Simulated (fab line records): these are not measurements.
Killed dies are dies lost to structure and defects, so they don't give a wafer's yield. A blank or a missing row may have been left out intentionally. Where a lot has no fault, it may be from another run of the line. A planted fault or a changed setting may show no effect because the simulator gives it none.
fab line records -- flow berkeley_cmos170 -- part 1 of 2: steps 1 to 28 of 38
[record] lots = 5, wafers = 15, last_day = 12
route steps=331 shown SCREENOX@103 NVT@104 PVT@115 GATE@125 FIELD@126
lots untouched by any fault: they come from a run of this same line in which no faults occurred
start_h: the number of hours between the record's first day and the start of the first shown wafer of the lot -- wait_h: time in hours since the lot's previous step -- " repeats the value in the row above -- L1.1+2: several wafers, shown together as one row -- - no value, or no start was given -- * or withheld: withheld -- < > ~ a bound
route shown NAME@n: a module of which the file shows steps, and the number in the route of the first -- usual: the fault-free wafers' mean and standard deviation -- same: alike in all rows -- chamber/n: place in a boat -- sites: each site's reading -- _std_site: standard deviation of those values -- _edge_site: outer sites' mean less inner sites' -- radius_mm: for every site, how far away it sits from the centre of the wafer -- mask NAME#n: copy n -- behind: the most recent tool/chamber to have shaped the wafer -- hold: what put the lot on hold/how long, in hours/how the hold closed -- device: which transistor (n, p or np) failed to switch -- end of line: tests run on the same wafers once the route is complete -- a step without rows: its recipe alone -- killed: dies lost to structure and defects at the first sort, not the wafer's yield -- map: per-die view of a wafer (x killed, . not killed, _ where there is no die)
set.NAME: the setting that was run; set.NAME@STEP: the one run at that earlier step -- model.NAME: the simulator's own value behind a step, which no gauge read
lots seen at some steps along the route; tables by step, rows by wafer
services: a tool's chamber out of use, with start hour (start_h, from the record's first day; less than 0 if before it), hours out, and reason
[[steps]]
[step UCB170_SCREENOX_ANNEAL_03]
[recipe] temp_c = 900, time_s = 900, ambient = N2
[usual] spike_tc_centre_C = 903.9/1.2
lot.wafer,tool,chamber,start_h,wait_h,spike_tc_centre_C
L079.1,furnace-04,0,113.36,1.7,905.6
L079.2,furnace-04,0,113.36,1.7,903.8
L079.4,furnace-04,0,113.36,1.7,905.7
L085.3,furnace-03,0,149.37,2.3,901.8
L085.4,furnace-03,0,149.37,2.3,904.5
L085.5,furnace-03,0,149.37,2.3,902.4
L090.1,furnace-04,0,186.23,1.5,905.2
L090.2,furnace-04,0,186.23,1.5,906.6
L090.5,furnace-04,0,186.23,1.5,902.4
L095.1,furnace-02,0,221.20,5.2,904.2
L095.5,furnace-02,0,221.20,5.2,903.3
L095.6,furnace-02,0,221.20,5.2,903.3
L097.1,furnace-04,0,226.73,5.5,905.1
L097.2,furnace-04,0,226.73,5.5,905.3
L097.5,furnace-04,0,226.73,5.5,903.9
[step UCB170_NVT_HMDS_00]
[recipe] prime_time_s = 60, prime_temp_c = 100
[same] prime_time_s = 60
lot.wafer,tool,chamber,start_h,wait_h
L079.1+2+4,litho_track-04,0,114.95,0.3
L085.3+4+5,litho_track-03,0,151.12,0.5
L090.1+2+5,litho_track-04,0,187.48,0.0
L095.1+5+6,litho_track-04,0,222.45,0.0
L097.1+2+5,litho_track-01,0,228.02,0.0
[step UCB170_NVT_COAT_01]
[recipe] resist = KrF, spin_rpm = 1500, resist_thk_nm = 900
[usual] dispense_pressure_kPa = 51/3.7, spin_speed_rpm = 1500.2/1.2
lot.wafer,tool,chamber,start_h,wait_h,dispense_pressure_kPa,spin_speed_rpm
L079.1,litho_track-04,0,115.10,0.1,49,1499.7
L079.2,litho_track-04,0,115.10,0.1,49,1497.5
L079.4,litho_track-04,0,115.10,0.1,49,1499.9
L085.3,litho_track-03,0,151.27,0.1,48,1501.5
L085.4,litho_track-03,0,151.27,0.1,49,1499.1
L085.5,litho_track-03,0,151.27,0.1,49,1497.9
L090.1,litho_track-04,0,187.63,0.1,49,1499.1
L090.2,litho_track-04,0,187.63,0.1,49,1502.1
L090.5,litho_track-04,0,187.63,0.1,49,1500.1
L095.1,litho_track-04,0,222.60,0.1,49,1500.3
L095.5,litho_track-04,0,222.60,0.1,49,1500.0
L095.6,litho_track-04,0,222.60,0.1,49,1502.4
L097.1,litho_track-01,0,228.17,0.1,57,1499.7
L097.2,litho_track-01,0,228.17,0.1,57,1500.4
L097.5,litho_track-01,0,228.17,0.1,57,1501.2
[step UCB170_NVT_SOFTBAKE_02]
[recipe] resist = KrF, temp_c = 130, time_s = 60
[usual] heater_power_total_W = 56.79/0.042
lot.wafer,tool,chamber,start_h,wait_h,heater_power_total_W
L079.1,litho_track-04,0,115.25,0.1,56.83
L079.2,litho_track-04,0,115.25,0.1,56.76
L079.4,litho_track-04,0,115.25,0.1,56.79
L085.3,litho_track-03,0,151.42,0.1,56.79
L085.4,litho_track-03,0,151.42,0.1,56.70
L085.5,litho_track-03,0,151.42,0.1,56.80
L090.1,litho_track-04,0,187.78,0.1,56.83
L090.2,litho_track-04,0,187.78,0.1,56.87
L090.5,litho_track-04,0,187.78,0.1,56.80
L095.1,litho_track-04,0,222.75,0.1,56.79
L095.5,litho_track-04,0,222.75,0.1,56.73
L095.6,litho_track-04,0,222.75,0.1,56.82
L097.1,litho_track-01,0,228.32,0.1,56.81
L097.2,litho_track-01,0,228.32,0.1,56.79
L097.5,litho_track-01,0,228.32,0.1,56.86
[step UCB170_NVT_EXPOSE_03]
[recipe] mask_id = PWELL, target_cd_nm = 3000, na = 0.5, sigma_outer = 0.6, source_shape = conventional, dose_mj = 30
[usual] focus_offset_nm = 0.0/0.49
[same] na = 0.5, sigma_outer = 0.6
lot.wafer,tool,chamber,start_h,wait_h,mask,focus_offset_nm
L079.1,krf_scanner-02,0,115.58,0.3,PWELL#0,-1.2
L079.2,krf_scanner-02,0,115.58,0.3,PWELL#0,-0.1
L079.4,krf_scanner-02,0,115.58,0.3,PWELL#0,0.2
L085.3,krf_scanner-02,0,151.82,0.4,PWELL#0,-0.1
L085.4,krf_scanner-02,0,151.82,0.4,PWELL#0,-0.3
L085.5,krf_scanner-02,0,151.82,0.4,PWELL#0,-0.8
L090.1,krf_scanner-02,0,188.06,0.2,PWELL#0,0.1
L090.2,krf_scanner-02,0,188.06,0.2,PWELL#0,-0.2
L090.5,krf_scanner-02,0,188.06,0.2,PWELL#0,0.1
L095.1,krf_scanner-01,0,222.90,0.1,PWELL#0,-0.3
L095.5,krf_scanner-01,0,222.90,0.1,PWELL#0,-0.8
L095.6,krf_scanner-01,0,222.90,0.1,PWELL#0,0.2
L097.1,krf_scanner-02,0,228.47,0.1,PWELL#0,0.0
L097.2,krf_scanner-02,0,228.47,0.1,PWELL#0,1.0
L097.5,krf_scanner-02,0,228.47,0.1,PWELL#0,-0.6
[step UCB170_NVT_PEB_04]
[recipe] peb_temp_c = 130, peb_time_s = withheld, resist = KrF
[usual] heater_power_total_W = 56.81/0.046
lot.wafer,tool,chamber,start_h,wait_h,heater_power_total_W
L079.1,litho_track-03,0,116.33,0.7,56.79
L079.2,litho_track-03,0,116.33,0.7,56.85
L079.4,litho_track-03,0,116.33,0.7,56.86
L085.3,litho_track-03,0,152.57,0.7,56.85
L085.4,litho_track-03,0,152.57,0.7,56.83
L085.5,litho_track-03,0,152.57,0.7,56.87
L090.1,litho_track-03,0,188.17,0.1,56.74
L090.2,litho_track-03,0,188.17,0.1,56.83
L090.5,litho_track-03,0,188.17,0.1,56.75
L095.1,litho_track-04,0,223.02,0.1,56.79
L095.5,litho_track-04,0,223.02,0.1,56.74
L095.6,litho_track-04,0,223.02,0.1,56.93
L097.1,litho_track-03,0,228.62,0.1,56.80
L097.2,litho_track-03,0,228.62,0.1,56.77
L097.5,litho_track-03,0,228.62,0.1,56.82
[step UCB170_NVT_DEVELOP_05]
[recipe] developer = TMAH, develop_time_s = 46.77, resist = KrF, dev_temp_c = 21
[same] develop_time_s = 46.77
lot.wafer,tool,chamber,start_h,wait_h
L079.1+2+4,litho_track-03,0,-,-
L085.3+4+5,litho_track-03,0,-,-
L090.1+2+5,litho_track-03,0,-,-
L095.1+5+6,litho_track-04,0,-,-
L097.1+2+5,litho_track-03,0,-,-
[step UCB170_NVT_OVL_MEAS_06]
[usual] NVT_OVL = 0/4.3
lot.wafer,tool,chamber,start_h,wait_h,NVT_OVL[nm]
L079.1,overlay-02,-,116.61,-,5
L079.2,overlay-02,-,116.61,-,8
L079.4,overlay-02,-,116.61,-,2
L085.3,overlay-01,-,152.81,-,6
L085.4,overlay-01,-,152.81,-,4
L085.5,overlay-01,-,152.81,-,6
L090.1,overlay-02,-,188.45,-,7
L090.2,overlay-02,-,188.45,-,-1
L090.5,overlay-02,-,188.45,-,1
L095.1,overlay-02,-,223.29,-,-5
L095.5,overlay-02,-,223.29,-,-3
L095.6,overlay-02,-,223.29,-,3
L097.1,overlay-01,-,228.90,-,8
L097.2,overlay-01,-,228.90,-,5
L097.5,overlay-01,-,228.90,-,5
[step UCB170_NVT_IMPLANT_07]
[recipe] species = BF2, dose_cm2 = 3e+12, energy_kev = 50, tilt_deg = 7
lot.wafer,tool,chamber,start_h,wait_h
L079.1+2+4,implanter-03,0,116.64,0.0
L085.3+4+5,implanter-03,0,152.88,0.1
L090.1+2+5,implanter-04,0,188.48,0.0
L095.1+5+6,implanter-04,0,223.33,0.0
L097.1+2+5,implanter-02,0,228.93,0.0
[step UCB170_NVT_STRIP_08]
[recipe] chemistry = O2, power_w = 400, pressure_mtorr = 3500, platen_temp_c = withheld, o2_flow_sccm = 400, overash_fraction = 0.5
[usual] drypump_motor_current_A = 5.65/0.24, oes_product_au = 0.735/0.0044, strip_time_to_endpoint_s = 21.61/0.063
lot.wafer,tool,chamber,start_h,wait_h,drypump_motor_current_A,oes_product_au,rf_hours_counter_h,strip_time_to_endpoint_s
L079.1,plasma_asher-01,1,116.79,0.1,5.61,0.736,41,21.46
L079.2,plasma_asher-01,0,116.79,0.1,5.89,0.740,41,21.49
L079.4,plasma_asher-01,0,116.79,0.1,5.85,0.733,-,21.48
L085.3,plasma_asher-01,1,153.02,0.1,5.62,0.732,-,21.64
L085.4,plasma_asher-01,0,153.02,0.1,5.87,0.730,-,21.67
L085.5,plasma_asher-01,0,153.02,0.1,5.86,0.739,-,21.65
L090.1,plasma_asher-04,0,188.63,0.1,5.61,0.732,39,21.62
L090.2,plasma_asher-04,1,188.63,0.1,5.70,0.738,39,21.70
L090.5,plasma_asher-04,0,188.63,0.1,5.58,0.732,-,21.66
L095.1,plasma_asher-04,0,223.48,0.1,5.58,0.733,43,21.57
L095.5,plasma_asher-04,0,223.48,0.1,5.59,0.730,-,21.62
L095.6,plasma_asher-04,1,223.48,0.1,5.74,0.736,-,21.68
L097.1,plasma_asher-01,1,229.08,0.1,5.60,0.738,54,21.60
L097.2,plasma_asher-01,0,229.08,0.1,5.81,0.733,54,21.61
L097.5,plasma_asher-01,0,229.08,0.1,5.84,0.735,-,21.64
[step UCB170_NVT_TW_MEAS_09]
[usual] NVT_TW = 526.1/2.2
lot.wafer,tool,chamber,start_h,wait_h,NVT_TW
L079.1,film_metro-03,-,116.89,0.1,525.7
L079.2,film_metro-03,-,116.89,0.1,525.4
L079.4,film_metro-03,-,116.89,0.1,528.2
L085.3,film_metro-04,-,153.10,0.1,528.7
L085.4,film_metro-04,-,153.10,0.1,528.4
L085.5,film_metro-04,-,153.10,0.1,527.6
L090.1,film_metro-01,-,188.73,0.1,528.0
L090.2,film_metro-01,-,188.73,0.1,527.3
L090.5,film_metro-01,-,188.73,0.1,526.7
L095.1,film_metro-03,-,223.58,0.1,527.5
L095.5,film_metro-03,-,223.58,0.1,525.0
L095.6,film_metro-03,-,223.58,0.1,527.7
L097.1,film_metro-01,-,229.18,0.1,525.8
L097.2,film_metro-01,-,229.18,0.1,524.6
L097.5,film_metro-01,-,229.18,0.1,526.0
[step UCB170_NVT_CLEAN_10]
[recipe] chemistry = SPM, temp_c = 120, time_s = 600
lot.wafer,tool,chamber,start_h,wait_h
L079.1+2+4,wet_bench-02,2,116.95,0.1
L085.3+4+5,wet_bench-02,1,153.14,0.0
L090.1+2+5,wet_bench-02,3,188.79,0.1
L095.1+5+6,wet_bench-03,3,223.64,0.1
L097.1+2+5,wet_bench-02,1,230.58,1.4
[step UCB170_PVT_HMDS_00]
[recipe] prime_time_s = 60, prime_temp_c = 100
[same] prime_time_s = 60
lot.wafer,tool,chamber,start_h,wait_h
L079.1+2+4,litho_track-03,0,117.51,0.4
L085.3+4+5,litho_track-03,0,154.20,0.9
L090.1+2+5,litho_track-03,0,188.97,0.0
L095.1+5+6,litho_track-04,0,223.81,0.0
L097.1+2+5,litho_track-02,0,230.86,0.1
[step UCB170_PVT_COAT_01]
[recipe] resist = KrF, spin_rpm = 1500, resist_thk_nm = 900
[usual] dispense_pressure_kPa = 48.8/0.35, spin_speed_rpm = 1500.2/1.1
lot.wafer,tool,chamber,start_h,wait_h,dispense_pressure_kPa,spin_speed_rpm
L079.1,litho_track-03,0,117.66,0.1,48.5,1498.4
L079.2,litho_track-03,0,117.66,0.1,48.5,1499.9
L079.4,litho_track-03,0,117.66,0.1,48.4,1499.8
L085.3,litho_track-03,0,154.35,0.1,48.5,1499.4
L085.4,litho_track-03,0,154.35,0.1,48.5,1501.1
L085.5,litho_track-03,0,154.35,0.1,48.5,1498.9
L090.1,litho_track-03,0,189.12,0.1,48.5,1498.3
L090.2,litho_track-03,0,189.12,0.1,48.5,1501.1
L090.5,litho_track-03,0,189.12,0.1,48.5,1500.5
L095.1,litho_track-04,0,223.96,0.1,48.6,1501.3
L095.5,litho_track-04,0,223.96,0.1,48.6,1500.4
L095.6,litho_track-04,0,223.96,0.1,48.6,1500.1
L097.1,litho_track-02,0,231.01,0.1,49.2,1499.8
L097.2,litho_track-02,0,231.01,0.1,49.3,1499.1
L097.5,litho_track-02,0,231.01,0.1,49.2,1498.3
[step UCB170_PVT_SOFTBAKE_02]
[recipe] resist = KrF, temp_c = 130, time_s = 60
[usual] heater_power_total_W = 56.81/0.047
lot.wafer,tool,chamber,start_h,wait_h,heater_power_total_W
L079.1,litho_track-03,0,117.81,0.1,56.79
L079.2,litho_track-03,0,117.81,0.1,56.85
L079.4,litho_track-03,0,117.81,0.1,56.81
L085.3,litho_track-03,0,154.50,0.1,56.78
L085.4,litho_track-03,0,154.50,0.1,56.72
L085.5,litho_track-03,0,154.50,0.1,56.75
L090.1,litho_track-03,0,189.27,0.1,56.76
L090.2,litho_track-03,0,189.27,0.1,56.79
L090.5,litho_track-03,0,189.27,0.1,56.74
L095.1,litho_track-04,0,224.11,0.1,56.82
L095.5,litho_track-04,0,224.11,0.1,56.86
L095.6,litho_track-04,0,224.11,0.1,56.78
L097.1,litho_track-02,0,231.16,0.1,56.83
L097.2,litho_track-02,0,231.16,0.1,56.76
L097.5,litho_track-02,0,231.16,0.1,56.84
[step UCB170_PVT_EXPOSE_03]
[recipe] mask_id = NWELL, target_cd_nm = 3000, na = 0.5, sigma_outer = 0.6, source_shape = conventional, dose_mj = 30
[usual] focus_offset_nm = -0.1/0.55
[same] na = 0.5, sigma_outer = 0.6
lot.wafer,tool,chamber,start_h,wait_h,mask,focus_offset_nm
L079.1,krf_scanner-02,0,118.11,0.3,NWELL#0,0.4
L079.2,krf_scanner-02,0,118.11,0.3,NWELL#0,-0.1
L079.4,krf_scanner-02,0,118.11,0.3,NWELL#0,-0.1
L085.3,krf_scanner-02,0,154.64,0.1,NWELL#0,0.5
L085.4,krf_scanner-02,0,154.64,0.1,NWELL#0,0.2
L085.5,krf_scanner-02,0,154.64,0.1,NWELL#0,1.4
L090.1,krf_scanner-01,0,189.54,0.2,NWELL#0,0.0
L090.2,krf_scanner-01,0,189.54,0.2,NWELL#0,-0.6
L090.5,krf_scanner-01,0,189.54,0.2,NWELL#0,-0.3
L095.1,krf_scanner-02,0,224.39,0.2,NWELL#0,0.0
L095.5,krf_scanner-02,0,224.39,0.2,NWELL#0,0.5
L095.6,krf_scanner-02,0,224.39,0.2,NWELL#0,0.4
L097.1,krf_scanner-01,0,231.33,0.1,NWELL#0,0.2
L097.2,krf_scanner-01,0,231.33,0.1,NWELL#0,-0.5
L097.5,krf_scanner-01,0,231.33,0.1,NWELL#0,-0.1
[step UCB170_PVT_PEB_04]
[recipe] peb_temp_c = 130, peb_time_s = withheld, resist = KrF
[usual] heater_power_total_W = 56.80/0.043
lot.wafer,tool,chamber,start_h,wait_h,heater_power_total_W
L079.1,litho_track-02,0,118.38,0.3,56.79
L079.2,litho_track-02,0,118.38,0.3,56.80
L079.4,litho_track-02,0,118.38,0.3,56.75
L085.3,litho_track-02,0,155.58,0.9,56.83
L085.4,litho_track-02,0,155.58,0.9,56.79
L085.5,litho_track-02,0,155.58,0.9,56.86
L090.1,litho_track-03,0,189.66,0.1,56.81
L090.2,litho_track-03,0,189.66,0.1,56.77
L090.5,litho_track-03,0,189.66,0.1,56.77
L095.1,litho_track-04,0,224.50,0.1,56.75
L095.5,litho_track-04,0,224.50,0.1,56.73
L095.6,litho_track-04,0,224.50,0.1,56.86
L097.1,litho_track-04,0,231.76,0.4,56.79
L097.2,litho_track-04,0,231.76,0.4,56.77
L097.5,litho_track-04,0,231.76,0.4,56.87
[step UCB170_PVT_DEVELOP_05]
[recipe] developer = TMAH, develop_time_s = 45, resist = KrF, dev_temp_c = 21
[same] develop_time_s = 45
lot.wafer,tool,chamber,start_h,wait_h
L079.1+2+4,litho_track-02,0,-,-
L085.3+4+5,litho_track-02,0,-,-
L090.1+2+5,litho_track-03,0,-,-
L095.1+5+6,litho_track-04,0,-,-
L097.1+2+5,litho_track-04,0,-,-
[step UCB170_PVT_OVL_MEAS_06]
[usual] PVT_OVL = 1/5.6
lot.wafer,tool,chamber,start_h,wait_h,PVT_OVL[nm]
L079.1,overlay-01,-,118.66,-,0
L079.2,overlay-01,-,118.66,-,3
L079.4,overlay-01,-,118.66,-,0
L085.3,overlay-01,-,155.82,-,1
L085.4,overlay-01,-,155.82,-,-11
L085.5,overlay-01,-,155.82,-,-8
L090.1,overlay-02,-,189.94,-,11
L090.2,overlay-02,-,189.94,-,2
L090.5,overlay-02,-,189.94,-,-3
L095.1,overlay-01,-,224.78,-,0
L095.5,overlay-01,-,224.78,-,-3
L095.6,overlay-01,-,224.78,-,-5
L097.1,overlay-01,-,232.03,-,0
L097.2,overlay-01,-,232.03,-,2
L097.5,overlay-01,-,232.03,-,0
[step UCB170_PVT_IMPLANT_07]
[recipe] species = P, dose_cm2 = 2e+12, energy_kev = 30, tilt_deg = 7
lot.wafer,tool,chamber,start_h,wait_h
L079.1+2+4,implanter-01,0,118.69,0.0
L085.3+4+5,implanter-01,0,155.89,0.1
L090.1+2+5,implanter-02,0,189.97,0.0
L095.1+5+6,implanter-01,0,224.81,0.0
L097.1+2+5,implanter-01,0,232.07,0.0
[step UCB170_PVT_STRIP_08]
[recipe] chemistry = O2, power_w = 400, pressure_mtorr = 3500, platen_temp_c = withheld, o2_flow_sccm = 400, overash_fraction = 0.5
[usual] drypump_motor_current_A = 5.5/0.46, oes_product_au = 0.734/0.0042, strip_time_to_endpoint_s = 21.63/0.056
lot.wafer,tool,chamber,start_h,wait_h,drypump_motor_current_A,oes_product_au,rf_hours_counter_h,strip_time_to_endpoint_s
L079.1,plasma_asher-03,1,118.84,0.1,5.6,0.733,41,21.61
L079.2,plasma_asher-03,0,118.84,0.1,5.7,0.736,41,21.61
L079.4,plasma_asher-03,0,118.84,0.1,5.7,0.745,-,21.65
L085.3,plasma_asher-04,0,156.03,0.1,5.6,0.730,-,21.72
L085.4,plasma_asher-04,1,156.03,0.1,5.7,0.736,-,21.71
L085.5,plasma_asher-04,1,156.03,0.1,5.7,0.736,-,21.78
L090.1,plasma_asher-04,1,190.12,0.1,5.7,0.734,39,21.59
L090.2,plasma_asher-04,0,190.12,0.1,5.6,0.731,39,21.58
L090.5,plasma_asher-04,0,190.12,0.1,5.6,0.731,-,21.55
L095.1,plasma_asher-02,0,224.96,0.1,5.9,0.734,12,21.60
L095.5,plasma_asher-02,1,224.96,0.1,4.6,0.731,-,21.67
L095.6,plasma_asher-02,0,224.96,0.1,5.9,0.737,-,21.63
L097.1,plasma_asher-02,1,232.25,0.2,4.6,0.731,13,21.66
L097.2,plasma_asher-02,0,232.25,0.2,5.9,0.732,13,21.64
L097.5,plasma_asher-02,0,232.25,0.2,5.9,0.739,-,21.61
[step UCB170_PVT_TW_MEAS_09]
[usual] PVT_TW = 509.2/2.5
lot.wafer,tool,chamber,start_h,wait_h,PVT_TW
L079.1,film_metro-04,-,118.94,0.1,508.6
L079.2,film_metro-04,-,118.94,0.1,506.9
L079.4,film_metro-04,-,118.94,0.1,508.1
L085.3,film_metro-02,-,156.11,0.1,508.1
L085.4,film_metro-02,-,156.11,0.1,507.8
L085.5,film_metro-02,-,156.11,0.1,509.5
L090.1,film_metro-02,-,190.22,0.1,507.7
L090.2,film_metro-02,-,190.22,0.1,506.1
L090.5,film_metro-02,-,190.22,0.1,509.7
L095.1,film_metro-04,-,225.06,0.1,504.6
L095.5,film_metro-04,-,225.06,0.1,507.9
L095.6,film_metro-04,-,225.06,0.1,508.0
L097.1,film_metro-04,-,232.35,0.1,506.3
L097.2,film_metro-04,-,232.35,0.1,507.1
L097.5,film_metro-04,-,232.35,0.1,506.5
[step UCB170_GATE_WET_ETCH_00]
[recipe] chemistry = dHF, dilution = 25:1, target = SiO2, temp_c = 25, time_s = 200
lot.wafer,tool,chamber,start_h,wait_h
L079.1+2+4,wet_bench-01,1,119.14,0.2
L085.3+4+5,wet_bench-01,2,156.23,0.1
L090.1+2+5,wet_bench-03,3,190.28,0.1
L095.1+5+6,wet_bench-01,0,225.12,0.1
L097.1+2+5,wet_bench-01,2,232.41,0.1
[step UCB170_FIELD_THK_MEAS_91]
[recipe] reads = SiO2_of_FIELD_OXIDATION_01
[usual] FIELD_OXIDE_LEFT_2_THK = 356/13
lot.wafer,tool,chamber,start_h,wait_h,FIELD_OXIDE_LEFT_2_THK[nm]
L079.1,film_metro-02,-,119.20,0.0,365
L079.2,film_metro-02,-,119.20,0.0,364
L079.4,film_metro-02,-,119.20,0.0,364
L085.3,film_metro-02,-,156.32,0.0,359
L085.4,film_metro-02,-,156.32,0.0,350
L085.5,film_metro-02,-,156.32,0.0,348
L090.1,film_metro-04,-,190.35,0.0,346
L090.2,film_metro-04,-,190.35,0.0,356
L090.5,film_metro-04,-,190.35,0.0,360
L095.1,film_metro-01,-,225.19,0.0,372
L095.5,film_metro-01,-,225.19,0.0,362
L095.6,film_metro-01,-,225.19,0.0,354
L097.1,film_metro-02,-,232.47,0.0,345
L097.2,film_metro-02,-,232.47,0.0,338
L097.5,film_metro-02,-,232.47,0.0,342
[step UCB170_GATE_OXIDATION_01]
[recipe] temp_c = 850, ambient = O2, target_thk_a = 66, ox_time_s = 1800
[usual] ox_temp_c = 850.0/0.35, spike_tc_centre_C = 853.3/1.1
lot.wafer,tool,chamber,start_h,wait_h,ox_temp_c,spike_tc_centre_C
L079.1,furnace-03,0,122.44,3.2,850.2,853.4
L079.2,furnace-03,0,122.44,3.2,850.1,853.4
L079.4,furnace-03,0,122.44,3.2,850.2,853.9
L085.3,furnace-03,0,158.46,2.1,850.5,854.1
L085.4,furnace-03,0,158.46,2.1,850.7,853.8
L085.5,furnace-03,0,158.46,2.1,850.4,851.6
L090.1,furnace-04,0,193.41,3.1,848.8,853.5
L090.2,furnace-04,0,193.41,3.1,849.3,854.2
L090.5,furnace-04,0,193.41,3.1,849.9,854.1
L095.1,furnace-01,0,230.48,5.3,849.9,852.7
L095.5,furnace-01,0,230.48,5.3,850.5,852.7
L095.6,furnace-01,0,230.48,5.3,850.1,851.5
L097.1,furnace-01,0,236.31,3.8,849.6,852.3
L097.2,furnace-01,0,236.31,3.8,849.7,852.3
L097.5,furnace-01,0,236.31,3.8,850.3,854.0
[step UCB170_GATE_THK_MEAS_02]
[recipe] reads = SiO2_of_GATE_OXIDATION_01
[usual] GATE_OXIDE_THK = 6.61/0.14
lot.wafer,tool,chamber,start_h,wait_h,GATE_OXIDE_THK[nm]
L079.1,film_metro-03,-,124.00,0.1,6.60
L079.2,film_metro-03,-,124.00,0.1,6.59
L079.4,film_metro-03,-,124.00,0.1,6.62
L085.3,film_metro-04,-,160.04,0.1,6.68
L085.4,film_metro-04,-,160.04,0.1,6.63
L085.5,film_metro-04,-,160.04,0.1,6.65
L090.1,film_metro-03,-,194.91,0.0,6.60
L090.2,film_metro-03,-,194.91,0.0,6.70
L090.5,film_metro-03,-,194.91,0.0,6.65
L095.1,film_metro-04,-,231.98,0.0,6.59
L095.5,film_metro-04,-,231.98,0.0,6.45
L095.6,film_metro-04,-,231.98,0.0,6.54
L097.1,film_metro-03,-,237.81,0.0,6.62
L097.2,film_metro-03,-,237.81,0.0,6.70
L097.5,film_metro-03,-,237.81,0.0,6.67
[step UCB170_GATE_ANNEAL_03]
[recipe] temp_c = 900, time_s = 1800, ambient = N2
[usual] spike_tc_centre_C = 903.5/1
lot.wafer,tool,chamber,start_h,wait_h,spike_tc_centre_C
L079.1,furnace-01,0,127.78,3.8,903.4
L079.2,furnace-01,0,127.78,3.8,902.3
L079.4,furnace-01,0,127.78,3.8,903.2
L085.3,furnace-04,0,162.48,2.4,904.5
L085.4,furnace-04,0,162.48,2.4,903.5
L085.5,furnace-04,0,162.48,2.4,903.9
L090.1,furnace-03,0,197.47,2.5,903.9
L090.2,furnace-03,0,197.47,2.5,903.7
L090.5,furnace-03,0,197.47,2.5,903.4
L095.1,furnace-01,0,234.81,2.8,903.2
L095.5,furnace-01,0,234.81,2.8,903.6
L095.6,furnace-01,0,234.81,2.8,902.8
L097.1,furnace-03,0,241.48,3.7,901.9
L097.2,furnace-03,0,241.48,3.7,901.9
L097.5,furnace-03,0,241.48,3.7,903.4
[step UCB170_GATE_CVD_04]
[recipe] material = poly-Si, temp_c = 610, precursor = SiH4, time_s = 1440, pressure_mtorr = 375, target_thk_nm = 214, sih4_flow_sccm = 120
[usual] spike_tc_centre_C = 612.9/1.4
lot.wafer,tool,chamber,start_h,wait_h,spike_tc_centre_C
L079.1,lpcvd-02,0,129.65,0.4,615.0
L079.2,lpcvd-02,0,129.65,0.4,614.6
L079.4,lpcvd-02,0,129.65,0.4,613.9
L085.3,lpcvd-02,1,165.20,1.2,613.8
L085.4,lpcvd-02,1,165.20,1.2,615.1
L085.5,lpcvd-02,1,165.20,1.2,614.5
L090.1,lpcvd-01,0,198.97,0.0,612.3
L090.2,lpcvd-01,0,198.97,0.0,614.4
L090.5,lpcvd-01,0,198.97,0.0,614.0
L095.1,lpcvd-02,1,237.01,0.7,613.6
L095.5,lpcvd-02,1,237.01,0.7,613.6
L095.6,lpcvd-02,1,237.01,0.7,614.2
L097.1,lpcvd-01,1,242.98,0.0,610.8
L097.2,lpcvd-01,1,242.98,0.0,611.6
L097.5,lpcvd-01,1,242.98,0.0,610.8
